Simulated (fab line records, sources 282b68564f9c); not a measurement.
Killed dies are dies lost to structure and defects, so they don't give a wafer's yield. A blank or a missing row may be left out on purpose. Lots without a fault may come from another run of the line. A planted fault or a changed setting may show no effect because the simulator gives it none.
Split-lot experiment | flow rit_cmos | 5 lots, 23 wafers read, on a route of 202 steps

THE SPLIT
At RIT_PRETRO_COAT_01 (resist thk 1300 nm), the setting resist_thk_nm was moved away from the recipe's 1300 nm on 12 of the 23 wafers read, by -5.6% to +4.3%. The other wafers ran this setting at the recipe's value.

FROM THE SPLIT TO THE READING: what the file shows between them, 3 steps
- RIT_PRETRO_SOFTBAKE_02: time 60 s
- RIT_PRETRO_EXPOSE_03: exposes mask M5, target cd 43700 nm
- RIT_PRETRO_DEVELOP_05: develop time 68 s

THE READING
NOVOLAK_of_PRETRO_COAT_01.thk_nm (the simulator's own value, which no gauge read), in nm, at RIT_PRETRO_HARDBAKE_07 (time 120 s). The file gives no usual value for it. The 11 wafers here that ran the recipe average 1140 nm, standard deviation 3.6 nm.

wafer  | tool, chamber at the split | resist_thk_nm as run, nm | against the recipe | NOVOLAK_of_PRETRO_COAT_01.thk_nm, nm | against lot-mates on the recipe
L075.1 | litho_track-04, 0          | 1300                     | recipe             | 1147                                 | -
L075.2 | litho_track-04, 0          | 1300                     | recipe             | 1144                                 | -
L075.3 | litho_track-04, 0          | 1300                     | recipe             | 1144                                 | -
L077.1 | litho_track-04, 0          | 1227                     | -5.6%              | 1073                                 | -64
L077.3 | litho_track-04, 0          | 1227                     | -5.6%              | 1076                                 | -62
L077.4 | litho_track-04, 0          | 1300                     | recipe             | 1137                                 | -
L077.5 | litho_track-04, 0          | 1227                     | -5.6%              | 1075                                 | -62
L077.6 | litho_track-04, 0          | 1300                     | recipe             | 1138                                 | -
L078.2 | litho_track-02, 0          | 1300                     | recipe             | 1135                                 | -
L078.3 | litho_track-02, 0          | 1356                     | +4.3%              | 1184                                 | +48
L078.4 | litho_track-02, 0          | 1356                     | +4.3%              | 1190                                 | +54
L078.5 | litho_track-02, 0          | 1300                     | recipe             | 1138                                 | -
L078.6 | litho_track-02, 0          | 1356                     | +4.3%              | 1186                                 | +50
L080.1 | litho_track-02, 0          | 1356                     | +4.3%              | 1182                                 | +44
L080.2 | litho_track-02, 0          | 1356                     | +4.3%              | 1183                                 | +45
L080.6 | litho_track-02, 0          | 1356                     | +4.3%              | 1183                                 | +45
L080.3 | litho_track-02, 0          | 1300                     | recipe             | 1138                                 | -
L080.4 | litho_track-02, 0          | 1300                     | recipe             | 1138                                 | -
L084.1 | litho_track-04, 0          | 1228                     | -5.5%              | 1078                                 | -61
L084.3 | litho_track-04, 0          | 1300                     | recipe             | 1141                                 | -
L084.4 | litho_track-04, 0          | 1300                     | recipe             | 1137                                 | -
L084.5 | litho_track-04, 0          | 1228                     | -5.5%              | 1077                                 | -62
L084.6 | litho_track-04, 0          | 1228                     | -5.5%              | 1076                                 | -63

THE FIT
A straight line over all 23 wafers: NOVOLAK_of_PRETRO_COAT_01.thk_nm changes by +11 nm for each +1% of resist_thk_nm; r = +1.00; the points scatter about the line by 3.3 nm.
The same after taking each lot's own level away (the mean of its wafers on the recipe; 23 wafers): +11.1 nm for each +1%; r = +1.00; scatter 2.1 nm.
On that fit, the largest move of resist_thk_nm shifts the reading by 62 nm.
The lots' own levels span 1136.5 to 1145.0 nm, that is 2.4 times the standard deviation above.
So the lot-to-lot level changes the slope little: the two slopes agree.
Check: with one of the wafers moved furthest among these (-5.6%) left out of the fit, the line predicts -62.4 nm for it against its lot-mates. It came out at -64.5 nm against them.

OTHER SPLITS ON THESE WAFERS
These wafers also went through other splits before the reading. Each is held against what the fit with the lots' levels taken away leaves over:
other split on the same wafers    | wafers away from the commonest value | r with NOVOLAK_of_PRETRO_COAT_01.thk_nm (lot level and that fit taken away)
RIT_ACTIVE_OXIDATION_01 ox_time_s | 18                                   | -0.34
RIT_ACTIVE_COAT_06 spin_rpm       | 4                                    | -0.09
RIT_ACTIVE_ETCH_13 pressure_mtorr | 15                                   | +0.33
RIT_FOX2_OXIDATION_00 ox_time_s   | 15                                   | +0.27
RIT_NWELL_SOFTBAKE_02 temp_c      | 11                                   | +0.43
RIT_PWELL_COAT_01 resist_thk_nm   | 9                                    | +0.09
RIT_PWELL_IMPLANT_08 dose_cm2     | 6                                    | +0.06
RIT_NRETRO_COAT_01 spin_rpm       | 5                                    | -0.09
RIT_NRETRO_IMPLANT_08 energy_kev  | 6                                    | -0.32

THE WHOLE CHAIN: every reading that the file lists as answering this split, in the file's order
step                   | what it does       | reading                                                                           | change (the file's fit)              | r (the file's)
RIT_PRETRO_COAT_01     | resist thk 1300 nm | NOVOLAK_of_PRETRO_COAT_01.thk_nm (the simulator's own value, which no gauge read) | +12.9 nm for each +1% of the setting | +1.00
RIT_PRETRO_HARDBAKE_07 | time 120 s         | NOVOLAK_of_PRETRO_COAT_01.thk_nm (the simulator's own value, which no gauge read) | +11.1 nm for each +1% of the setting | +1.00

THE FILE'S OWN FIT
NOVOLAK_of_PRETRO_COAT_01.thk_nm changes by +11.1 nm for each +1% of resist_thk_nm, r = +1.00.
